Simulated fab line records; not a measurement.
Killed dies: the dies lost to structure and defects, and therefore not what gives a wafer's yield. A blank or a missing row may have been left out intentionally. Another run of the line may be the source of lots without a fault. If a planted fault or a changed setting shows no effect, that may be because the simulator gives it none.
Comparing a struck lot with a sound one | flow rit-cmos | 17 steps out of a route of 202
Sound: wafers L175.1, L175.4, L175.5. Wafers L183.2, L183.4, L183.6 were the ones struck. The cause is given at the end.
Per side, at each step with rows, come the tool, then ch with its chambers, and then its first start. Under that, the readings that differ: sound wafers | struck wafers | difference of the means | sigmas: that difference in standard deviations of wafers without a fault.
alike: same words and numbers on both sides, and readings whose means sit less than 2 such deviations apart. not compared: any withheld reading, any reading some wafer has no value for, any bound like >300 that may hide the same value, and any number with overlapping values for which the record gives no deviation.
Wherever a step has rows on one side only, a row that says differs or no value, or a row with sigmas, the two part there. When numbers do not overlap yet have no deviation, they are printed without sigmas and do not part them. A reading missing from all wafers of one side parts the sides only when that side holds two or more wafers.

first, 1 step without rows for these wafers: RIT_PRETRO_DEVELOP_05 (develop time 68 s).
RIT_PRETRO_OVL_MEAS_06:
  sound: overlay-02 at day 2 09:06; struck: overlay-01 at day 4 00:17
  alike: PRETRO_OVL
then, 2 steps without rows for these wafers: RIT_PRETRO_HARDBAKE_07 (time 120 s); RIT_PRETRO_IMPLANT_08.
RIT_PRETRO_STRIP_09: strips in O2, time 180 s.
  sound on plasma-asher-02 ch 1, day 2 09:32; struck on plasma-asher-01 ch 0,1, day 4 00:43
  reading                     | sound       | struck      | difference | sigmas
  drypump-motor-current-A (A) | 5.0 5.0 5.0 | 6.4 6.3 6.3 | +1.3       | +2
  not compared: rf-hours-counter-h
RIT_PRETRO_TW_MEAS_10:
  sound: film-metro-01 at day 2 09:43; struck: film-metro-01 at day 4 00:55
  alike: PRETRO_TW
then, 5 steps without rows for these wafers: RIT_GATE_WET_ETCH_00 (etches SiO2 in BOE, target depth 56 nm, time 60 s); RIT_GATE_CLEAN_01 (cleans in SC1, time 600 s); RIT_GATE_CLEAN_02 (cleans in dHF, time 30 s); RIT_GATE_CLEAN_03 (cleans in SC2, time 600 s); RIT_GATE_CLEAN_04 (cleans in dHF, time 60 s).
RIT_FOX2_THK_MEAS_91:
  sound: film-metro-04 at day 2 10:13; struck: film-metro-04 at day 4 01:23
  alike: FIELD_OXIDE_LEFT_2_THK
RIT_GATE_OXIDATION_05: target thk 3 nm, ox time 270 s.
  sound on furnace-02 ch 0, day 2 14:26; struck on furnace-01 ch 0, day 4 01:26
  reading                                     | sound             | struck            | difference | sigmas
  ox-time-s (s)                               | 270 270 270       | 237.6 237.6 237.6 | -32.4      |
  model.SiO2_of_GATE_OXIDATION_05.thk-nm (nm) | 2.993 2.979 3.006 | 2.768 2.788 2.795 | -0.209     |
  alike: ox-temp-c, tube-center-temp-C
then, 1 step without rows for these wafers: RIT_GATE_ANNEAL_06 (time 600 s).
RIT_GATE_THK_MEAS_07:
  sound: film-metro-04 at day 2 15:46; struck: film-metro-01 at day 4 03:29
  reading             | sound          | struck         | difference | sigmas
  GATE_OXIDE_THK (nm) | 3.05 3.03 3.02 | 2.74 2.79 2.81 | -0.25      | -3
then, 1 step without rows for these wafers: RIT_GATE_CVD_08 (deposits poly-Si from SiH4, target thk 250 nm, time 2220 s).
RIT_M1_PROBE_99:
  sound: prober-01 at day 3 16:27; struck: prober-01 at day 5 02:33
  reading                             | sound             | struck            | difference | sigmas
  model.etest.pmos_0p3.r-on-ohm-um    | 6129 6142 6153    | 5688 5834 5710    | -397       |
  model.etest.nmos_0p3.r-on-ohm-um    | 2111 2084 2108    | 2070 2078 2018    | -46        |
  model.etest.nmos-narrow.drive-ua-um | 232.3 235.6 235.2 | 249.4 249.7 243.8 | +13.3      |
  model.etest.nmos_0p3.drive-ua-um    | 234.2 237.3 235.8 | 249.1 244.7 243.5 | +10.0      |
  model.etest.pmos_0p15.drive-ua-um   | 259.3 270.6 262.3 | 289.2 279.5 283.4 | +20.0      |
  model.etest.pmos-turned.drive-ua-um | 192 202.8 195.7   | 209.1 208.2 213.1 | +13.3      |
  model.etest.pmos_0p3.drive-ua-um    | 102.1 105.2 102.7 | 115.4 112.9 114.6 | +11.0      |
  alike: killed_at_M0_to_M3, killed-at-front-end, killed-dies, killed-open, killed-short
  not compared: model.etest.nmos_0p15.drive-ua-um

WHERE THEY PART
Last at RIT_GATE_THK_MEAS_07 as far as this record goes, first at RIT_PRETRO_STRIP_09. Later steps at which nothing parts them and some readings are alike: RIT_M1_PROBE_99.

WHY: what the simulator had put in
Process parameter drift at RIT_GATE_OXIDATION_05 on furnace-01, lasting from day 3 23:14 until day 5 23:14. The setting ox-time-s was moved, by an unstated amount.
